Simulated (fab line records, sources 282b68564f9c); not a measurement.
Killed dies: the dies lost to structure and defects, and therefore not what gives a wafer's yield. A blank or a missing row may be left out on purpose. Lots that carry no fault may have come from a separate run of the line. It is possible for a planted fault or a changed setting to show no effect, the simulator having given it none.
2 desks looking at one fault | flow rit-cmos | only its own numbers are on each desk; what lay behind them is given at the end

== THE METROLOGY DESK ==
Lot by lot, what the gauges showed, no matter which tool ran the lot: averages of those sampled wafers that carry a number. Any lot whose mean is over 4 standard deviations away from the usual mean is out of limits and marked OUT; that distance is given in the brackets.
Columns: A = CONTACT_TEOS_THK at RIT_CONTACT_THK_MEAS_01, usual 401 nm
lot  | first seen here | A
L411 | day 3 11:32     | 410
L412 | day 3 16:22     | 398
L413 | day 3 19:58     | 400
L414 | day 4 03:05     | 399
L415 | day 4 07:13     | 403
L420 | day 5 12:40     | 121 (-52) OUT
L423 | day 6 00:17     | 116 (-53) OUT
L424 | day 6 00:32     | 399
L425 | day 6 07:02     | 395
L426 | day 6 08:52     | 402
L428 | day 6 23:23     | 397
L429 | day 7 07:20     | 402
L431 | day 7 13:41     | 402
L434 | day 8 03:55     | 398
This desk finds L420, L423 out of limits, with the earliest case on L420 at day 5 12:40 (CONTACT_TEOS_THK at RIT_CONTACT_THK_MEAS_01). L411, L412, L413, L414, L415, L424, L425, L426, L428, L429, L431, L434 stayed within limits.

== FOR THE TOOL OWNER'S DESK: pecvd-02 ==
The tool's own readings at RIT_CONTACT_CVD_00 (deposits SiO2 from TEOS, target thk 400 nm, time 61 s): means of the sampled wafers that have a number, for each lot that ran on this tool. Any lot whose mean is over 4 standard deviations away from the usual mean is out of limits and marked OUT; that distance is given in the brackets.
Columns: A = heater-power-w at RIT_CONTACT_CVD_00, usual 304 W
lot  | first seen here | A
L411 | day 3 11:28     | 279
L414 | day 4 03:01     | 325
L420 | day 5 12:37     | 269
L423 | day 6 00:13     | 368
This desk's finding: nothing out of limits on any of the 4 lots.

== BROUGHT TOGETHER ==
The metrology desk could have raised an alarm at day 5 12:40, on L420, L423.
Nothing out of limits was seen by the tool owner's desk.
Tool owner's desk: L420, L423 on record, inside its limits.
On pecvd-02, each named lot ran RIT_CONTACT_CVD_00.

== WHAT THE SIMULATOR HAD PUT IN ==
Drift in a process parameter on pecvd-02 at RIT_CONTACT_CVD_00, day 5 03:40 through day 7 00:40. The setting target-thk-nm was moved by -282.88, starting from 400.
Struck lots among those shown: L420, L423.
Per desk, hours elapsed from the start of the fault to the first reading out of limits: for the metrology desk, 9.
